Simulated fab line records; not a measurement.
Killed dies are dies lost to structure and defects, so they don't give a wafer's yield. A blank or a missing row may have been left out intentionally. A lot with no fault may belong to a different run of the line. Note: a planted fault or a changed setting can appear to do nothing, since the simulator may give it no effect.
Which tool did it? -- flow berkeley-cmos170 -- 15 lots with 45 wafers sampled at 4 steps, on a route of 331 steps

== WHAT EACH GAUGE READ, for each wafer ==
UCB170_GATE_CD_MEAS_90 targets a cd of 350 nm.
lot,measured,on,cd-nm (nm)
L515,day 7 08:47,cd-sem-02,348.5 348.3 348.9
L517,day 7 08:53,cd-sem-01,347.0 348.9 347.6
L519,day 7 17:34,cd-sem-02,349.9 350.1 351.5
L522,day 8 12:41,cd-sem-01,- - -
L521,day 8 12:45,cd-sem-01,- - -
L525,day 8 22:11,cd-sem-02,- - -
L526,day 9 21:10,cd-sem-02,348.6 348.4 348.0
L527,day 10 00:19,cd-sem-01,347.7 347.0 348.3
L530,day 10 09:13,cd-sem-01,348.4 347.8 348.4
L531,day 10 21:22,cd-sem-02,352.3 351.3 350.1
L533,day 10 21:35,cd-sem-01,353.3 352.8 353.5
L534,day 10 21:44,cd-sem-01,349.4 348.2 346.8
L536,day 11 16:19,cd-sem-01,351.4 352.0 350.0
L535,day 11 16:28,cd-sem-02,346.9 346.9 348.3
L537,day 12 01:15,cd-sem-01,349.8 351.4 350.2

UCB170_SILICIDE_THK_MEAS_03: measures by xrf.
lot,measured,on,SILICIDE_TI_THK (nm)
L515,day 8 00:48,film-metro-02,30.3 30.7 30.9
L517,day 8 02:47,film-metro-01,29.8 29.9 29.2
L519,day 8 09:38,film-metro-01,30.3 30.2 29.9
L526,day 10 11:43,film-metro-01,30.2 30.2 30.4
L527,day 10 12:10,film-metro-02,29.9 29.6 30.1
L530,day 11 03:08,film-metro-01,30.2 29.9 30.1
L531,day 11 14:07,film-metro-01,29.6 29.5 29.6
L533,day 11 14:31,film-metro-01,30.4 30.1 30.5
L534,day 11 14:41,film-metro-04,30.4 30.7 30.6
L536,day 12 08:46,film-metro-04,30.0 30.1 30.1
L535,day 12 08:34,film-metro-01,29.9 29.9 30.1
L537,day 12 14:39,film-metro-04,30.6 30.6 30.6

UCB170_CONTACT_OVL_MEAS_16.
lot,measured,on,CONTACT_OVL (nm)
L515,day 8 05:06,overlay-02,8 6 1
L517,day 8 13:23,overlay-01,5 8 9
L519,day 8 15:52,overlay-01,9 9 6
L526,day 10 15:40,overlay-01,-1 2 2
L527,day 10 16:14,overlay-02,9 1 -2
L530,day 11 08:49,overlay-01,0 0 1
L531,day 11 18:22,overlay-01,0 8 6
L533,day 11 21:09,overlay-01,-1 7 5
L534,day 11 20:52,overlay-02,0 7 -5
L536,day 12 12:50,overlay-01,13 6 6
L535,day 12 12:43,overlay-02,-5 -8 -4
L537,day 12 20:46,overlay-01,6 -4 -1

== WHICH TOOL RAN EACH LOT (tool, then ch and the chambers of the sampled wafers, then the start) ==
lot,UCB170_GATE_EXPOSE_09
L515,"krf-scanner-02 ch 0, day 7 08:02"
L517,"krf-scanner-02 ch 0, day 7 08:09"
L519,"krf-scanner-02 ch 0, day 7 16:45"
L522,"krf-scanner-01, day 8 11:43"
L521,"krf-scanner-01, day 8 11:46"
L525,"krf-scanner-02, day 8 21:18"
L526,"krf-scanner-02 ch 0, day 9 20:26"
L527,"krf-scanner-01 ch 0, day 9 23:35"
L530,"krf-scanner-01 ch 0, day 10 08:26"
L531,"krf-scanner-01 ch 0, day 10 20:34"
L533,"krf-scanner-01 ch 0, day 10 20:41"
L534,"krf-scanner-02 ch 0, day 10 20:55"
L536,"krf-scanner-01 ch 0, day 11 15:20"
L535,"krf-scanner-01 ch 0, day 11 15:28"
L537,"krf-scanner-01 ch 0, day 12 00:31"
- UCB170_GATE_EXPOSE_09: exposes mask POLY, target cd 350 nm.

== AS READ BY THE TOOLS THEMSELVES (means over the sampled wafers that have a number; for cases with no such wafer, the mark the record gives instead) ==
UCB170_GATE_EXPOSE_09.
lot,tool,exposure-dose-mJ-cm2,focus-offset-nm (nm)
L515,krf-scanner-02,20.982,-1.1
L517,krf-scanner-02,20.998,0.5
L519,krf-scanner-02,20.991,0.4
L522,krf-scanner-01,-,-
L521,krf-scanner-01,-,-
L525,krf-scanner-02,-,-
L526,krf-scanner-02,21.009,-1.0
L527,krf-scanner-01,20.993,0.4
L530,krf-scanner-01,21.011,-0.5
L531,krf-scanner-01,20.973,-0.3
L533,krf-scanner-01,20.990,-0.2
L534,krf-scanner-02,20.988,-0.1
L536,krf-scanner-01,20.995,0.2
L535,krf-scanner-01,21.002,-0.6
L537,krf-scanner-01,20.986,0.3

== THE ANSWER, worked out from the rows above alone ==
Rule: the usual values come from the lots themselves. Put in order of their means at a reading, lots are off if they are a third of the lots or fewer, leave a main group of 4 or more, and stand apart from it by a gap of 3 or more times the standard deviation of the main group's means; of several such gaps the widest counts. Not used: any main group whose means are identical at the precision the tables above print for the reading. A lot without any number at a reading at which 4 lots or more have one is off too. Any other lot the step has rows for is counted as sound. The gauges are gone through in route order, then the tools' own readings, and for those a lot's mean is taken as printed above. The first step at which some lot is off is used, and at that step the reading that is off furthest; a lot without a number counts as furthest.
Off: L522, L521, L525, at UCB170_GATE_CD_MEAS_90 (cd-nm). Without a number there: L522, L521, L525. For the main group the mean is 349.4 nm and the standard deviation 1.8.
A tool fits if, at a process step before that reading, it ran every lot that is off, and no sound lot after the first of them. Not tried: the gauges at UCB170_GATE_CD_MEAS_90; whatever is off there is also off at UCB170_GATE_EXPOSE_09, on other tools, and gauge error can't account for it. Of those tried, none fits.

== WHAT THE SIMULATOR HAD PUT IN ==
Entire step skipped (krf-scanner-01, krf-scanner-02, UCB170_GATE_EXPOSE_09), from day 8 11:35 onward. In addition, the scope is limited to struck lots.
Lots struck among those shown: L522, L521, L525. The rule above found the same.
